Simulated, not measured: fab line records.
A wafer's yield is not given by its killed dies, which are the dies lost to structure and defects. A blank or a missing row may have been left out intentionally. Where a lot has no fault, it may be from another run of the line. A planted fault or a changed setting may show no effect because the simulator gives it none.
Comparing a struck lot with a sound one | flow berkeley-cmos170 | 24 steps out of a route of 331
Sound: the wafers L904.1, L904.2, L904.5. The struck wafers were L907.1, L907.3, L907.4. The cause comes at the end.
Order at every step that has rows: each side's tool, ch and its chambers, its first start. Under that, the readings that differ: sound wafers | struck wafers | difference of the means | sigmas: that difference in standard deviations of wafers without a fault.
alike: readings with means less than 2 such deviations apart, plus words and numbers identical on both sides. not compared: withheld readings, readings lacking a value on some wafer, bounds such as >300 that could conceal the same value, and numbers that have no deviation in the record and whose values overlap.
Wherever a step has rows on one side only, a row that says differs or no value, or a row with sigmas, the two part there. Non-overlapping numbers with no deviation appear without sigmas and do not part them. A reading missing from all wafers of one side parts the sides only when that side holds two or more wafers.

first, 4 steps without rows for these wafers: UCB170_PWELL_WET_ETCH_19 (etches Si3N4 in H3PO4, time 14400 s); UCB170_PWELL_WET_ETCH_20 (etches SiO2 in BOE, time 22 s); UCB170_WELLDRIVE_CLEAN_00 (cleans in SPM, time 600 s); UCB170_WELLDRIVE_OXIDATION_01 (target thk 199 nm, ox time 9000 s).
UCB170_WELLDRIVE_THK_MEAS_02:
  sound on film-metro-04, day 3 16:26; struck on film-metro-03, day 3 21:22
  alike: WELLDRIVE_OXIDE_THK
then, 5 steps without rows for these wafers: UCB170_WELLDRIVE_ANNEAL_03 (time 900 s); UCB170_WELLDRIVE_WET_ETCH_04 (etches SiO2 in BOE, time 120 s); UCB170_ACTIVE_CLEAN_00 (cleans in SPM, time 600 s); UCB170_ACTIVE_CLEAN_01 (cleans in dHF, time 60 s); UCB170_ACTIVE_OXIDATION_02 (target thk 26.4 nm, ox time 1260 s).
UCB170_ACTIVE_THK_MEAS_03:
  sound on film-metro-01, day 4 03:28; struck on film-metro-04, day 4 03:30
  alike: ACTIVE_OXIDE_THK
then, 1 step without rows for these wafers: UCB170_ACTIVE_ANNEAL_04 (time 900 s).
UCB170_ACTIVE_CVD_05: deposits Si3N4 from SiH2Cl2/NH3, target thk 220 nm, time 3300 s.
  sound on lpcvd-02 ch 1, day 4 09:53; struck on lpcvd-02 ch 0, day 4 11:58
  alike: spike-tc-load-C
UCB170_ACTIVE_THK_MEAS_06:
  sound on film-metro-01, day 4 11:47; struck on film-metro-02, day 4 13:53
  reading                 | sound             | struck            | difference | sigmas
  ACTIVE_NITRIDE_THK (nm) | 221.8 220.6 221.5 | 448.4 447.9 448.4 | +226.9     | +99 or more
then, 6 steps without rows for these wafers: UCB170_ACTIVE_HMDS_07 (prime time 60 s); UCB170_ACTIVE_COAT_08 (resist thk 900 nm); UCB170_ACTIVE_SOFTBAKE_09 (time 60 s); UCB170_ACTIVE_EXPOSE_10 (exposes mask ACTIVE, target cd 1200 nm); UCB170_ACTIVE_PEB_11; UCB170_ACTIVE_DEVELOP_12 (develop time 45 s).
UCB170_ACTIVE_CD_MEAS_13: target cd 1200 nm.
  sound on cd-sem-02, day 4 12:52; struck on cd-sem-01, day 4 15:18
  alike: cd-nm
UCB170_ACTIVE_OVL_MEAS_14:
  sound on overlay-02, day 4 12:59; struck on overlay-01, day 4 15:25
  alike: ACTIVE_OVL
UCB170_ACTIVE_ETCH_15: etches Si3N4 in CH3F/Ar/O2, stops on SiO2, target depth 242 nm, time 151 s.
  sound on rie-diel-01 ch 0,2,3, day 4 13:01; struck on rie-diel-04 ch 0,1,2, day 4 15:28
  reading                  | sound             | struck            | difference | sigmas
  oes-product-au (a.u.)    | 0.937 0.956 0.932 | 0.984 0.988 1.004 | +0.050     | +3
  model.etch.depth-nm (nm) | 221.5 220.5 221.5 | 242.6 250.6 244.4 | +24.7      |
  alike: drypump-motor-current-A, throttle-valve-pct
  not compared: rf-hours-counter-h
UCB170_ACTIVE_STRIP_16: strips in O2.
  sound on plasma-asher-01 ch 0,1, day 4 13:07; struck on plasma-asher-02 ch 0,1, day 4 15:34
  alike: drypump-motor-current-A, oes-product-au, strip-time-to-endpoint-s
  not compared: rf-hours-counter-h

WHERE THEY PART
Last at UCB170_ACTIVE_ETCH_15 as far as this record goes, first at UCB170_ACTIVE_THK_MEAS_06. Later steps at which nothing parts them and some readings are alike: UCB170_ACTIVE_STRIP_16.

WHY: what had been put in by the simulator
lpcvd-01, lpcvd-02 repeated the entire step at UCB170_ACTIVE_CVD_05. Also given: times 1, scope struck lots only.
